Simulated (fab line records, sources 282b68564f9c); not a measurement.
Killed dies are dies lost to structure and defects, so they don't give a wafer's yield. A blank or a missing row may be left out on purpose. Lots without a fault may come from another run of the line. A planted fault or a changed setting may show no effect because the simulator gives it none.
Which tool did it? | flow rit_cmos | 13 lots, 39 wafers sampled, at 4 steps of a route of 202

WHAT THE GAUGES READ, wafer by wafer
RIT_NSD_TW_MEAS_10. Usual: NSD_TW 3117, standard deviation 23.
lot  | measured    | on            | NSD_TW         | flag
L329 | day 3 01:41 | film_metro-01 | 3120 3121 3116 |
L330 | day 3 04:40 | film_metro-02 | 3139 3131 3133 |
L332 | day 3 16:19 | film_metro-03 | 3146 3144 3139 |
L336 | day 4 13:19 | film_metro-01 | 3083 3094 3091 |
L337 | day 4 16:40 | film_metro-01 | 3088 3108 3078 |
L338 | day 4 20:34 | film_metro-03 | 3116 3123 3111 |
L339 | day 5 05:10 | film_metro-01 | 3067 3075 3074 |
L342 | day 5 17:32 | film_metro-01 | 3062 3074 3085 |
L346 | day 6 13:28 | film_metro-03 | 3139 3132 3165 |
L348 | day 7 02:34 | film_metro-02 | 3134 3128 3140 |
L349 | day 7 04:52 | film_metro-01 | 3085 3091 3113 |
L350 | day 7 08:52 | film_metro-01 | 3112 3102 3112 |
L351 | day 7 14:11 | film_metro-03 | 3138 3138 3139 |

RIT_M1_RS_MEAS_01: measures by four-point-probe. Usual: M1_AL_RS 0.0755 ohm/sq, standard deviation 0.00081.
lot  | measured    | on            | M1_AL_RS (ohm/sq)    | flag
L329 | day 3 07:37 | film_metro-02 | 0.0767 0.0773 0.0763 |
L330 | day 3 10:27 | film_metro-03 | 0.0752 0.0756 0.0756 |
L332 | day 3 21:56 | film_metro-03 | 0.0742 0.0744 0.0752 |
L336 | day 4 19:03 | film_metro-03 | 0.0745 0.0746 0.0742 |
L337 | day 4 22:37 | film_metro-03 | 0.0753 0.0762 0.0766 |
L338 | day 5 02:17 | film_metro-02 | 0.0742 0.0746 0.0739 |
L339 | day 5 10:52 | film_metro-02 | 0.0766 0.0760 0.0755 |
L342 | day 5 23:17 | film_metro-03 | 0.0749 0.0762 0.0747 |
L346 | day 6 19:13 | film_metro-02 | 0.0755 0.0761 0.0755 |
L348 | day 7 08:01 | film_metro-03 | 0.0760 0.0756 0.0742 |
L349 | day 7 10:20 | film_metro-02 | 0.0744 0.0749 0.0762 |
L350 | day 7 14:31 | film_metro-01 | 0.0761 0.0765 0.0756 |
L351 | day 7 20:03 | film_metro-02 | 0.0758 0.0754 0.0760 |

WHICH TOOL RAN EACH LOT (tool, then ch and the chambers of the sampled wafers, then the start)
lot  | RIT_PWELL_SOFTBAKE_02            | RIT_SDANNEAL_CLEAN_01
L329 | litho_track-02 ch 0, day 1 22:29 | wet_bench-04 ch 2, day 3 03:35
L330 | litho_track-03 ch 0, day 2 02:31 | wet_bench-04 ch 2, day 3 06:26
L332 | litho_track-04 ch 0, day 2 13:43 | wet_bench-03 ch 3, day 3 18:05
L336 | litho_track-02 ch 0, day 3 09:07 | wet_bench-02 ch 3, day 4 14:59
L337 | litho_track-04 ch 0, day 3 13:19 | wet_bench-03 ch 3, day 4 18:31
L338 | litho_track-04 ch 0, day 3 18:29 | wet_bench-02 ch 0, day 4 22:13
L339 | litho_track-03 ch 0, day 4 00:49 | wet_bench-02 ch 2, day 5 06:56
L342 | litho_track-03 ch 0, day 4 14:56 | wet_bench-03 ch 1, day 5 19:19
L346 | litho_track-04 ch 0, day 5 10:59 | wet_bench-03 ch 3, day 6 15:14
L348 | litho_track-02 ch 0, day 5 22:01 | wet_bench-03 ch 2, day 7 04:13
L349 | litho_track-02 ch 0, day 6 03:01 | wet_bench-02 ch 0, day 7 06:31
L350 | litho_track-02 ch 0, day 6 07:40 | wet_bench-02 ch 1, day 7 10:38
L351 | litho_track-04 ch 0, day 6 12:04 | wet_bench-03 ch 0, day 7 15:56
- RIT_PWELL_SOFTBAKE_02: time 61.31 s.
- RIT_SDANNEAL_CLEAN_01: cleans in dHF, time 30 s.

WHAT THE TOOLS THEMSELVES READ (means of the sampled wafers that have a number; where no wafer has one, the mark that the record gives instead)
RIT_PWELL_SOFTBAKE_02. Usual: plate_sensor_t_centre_C 90.971 C, standard deviation 0.0099; plate_sensor_t_edge_C 91.021 C, standard deviation 0.01.
lot  | tool           | plate_sensor_t_centre_C (C) | plate_sensor_t_edge_C (C) | flag
L329 | litho_track-02 | 90.966                      | 91.013                    |
L330 | litho_track-03 | 90.977                      | 91.025                    |
L332 | litho_track-04 | 90.968                      | 91.035                    |
L336 | litho_track-02 | 90.974                      | 91.011                    |
L337 | litho_track-04 | 90.974                      | 91.021                    |
L338 | litho_track-04 | 90.979                      | 91.022                    |
L339 | litho_track-03 | 90.971                      | 91.022                    |
L342 | litho_track-03 | 90.960                      | 91.020                    |
L346 | litho_track-04 | 90.973                      | 91.011                    |
L348 | litho_track-02 | 90.967                      | 91.024                    |
L349 | litho_track-02 | 90.974                      | 91.015                    |
L350 | litho_track-02 | 90.970                      | 91.017                    |
L351 | litho_track-04 | 90.972                      | 91.026                    |

RIT_SDANNEAL_CLEAN_01. Usual: run_length_s 58.1 s, standard deviation 2.7.
lot  | tool         | run_length_s (s) | flag
L329 | wet_bench-04 | 61.9             |
L330 | wet_bench-04 | 55.2             |
L332 | wet_bench-03 | 56.3             |
L336 | wet_bench-02 | 55.8             |
L337 | wet_bench-03 | 56.9             |
L338 | wet_bench-02 | 62.4             |
L339 | wet_bench-02 | 62.2             |
L342 | wet_bench-03 | 62.1             |
L346 | wet_bench-03 | 56.0             |
L348 | wet_bench-03 | 182.4            | OFF
L349 | wet_bench-02 | 56.9             |
L350 | wet_bench-02 | 56.3             |
L351 | wet_bench-03 | 56.5             |

THE ANSWER, worked out from the rows above alone
Rule: a lot is off if the mean of its wafers that have a number lies more than 3 standard deviations from the usual mean. A lot without any number at a reading at which 4 lots or more have one is off too. The other lots that the step has rows for count as sound. The gauges are gone through in route order, then the tools' own readings, and for those a lot's mean is taken as printed above. The first step at which some lot is off is used, and at that step the reading that is off furthest; a lot without a number counts as furthest.
Off: L348, at RIT_SDANNEAL_CLEAN_01 (run_length_s).
A tool fits if, at that step or a process step before it, it ran every lot that is off, and no sound lot after the first of them. None of those tried fits.

WHAT THE SIMULATOR HAD PUT IN
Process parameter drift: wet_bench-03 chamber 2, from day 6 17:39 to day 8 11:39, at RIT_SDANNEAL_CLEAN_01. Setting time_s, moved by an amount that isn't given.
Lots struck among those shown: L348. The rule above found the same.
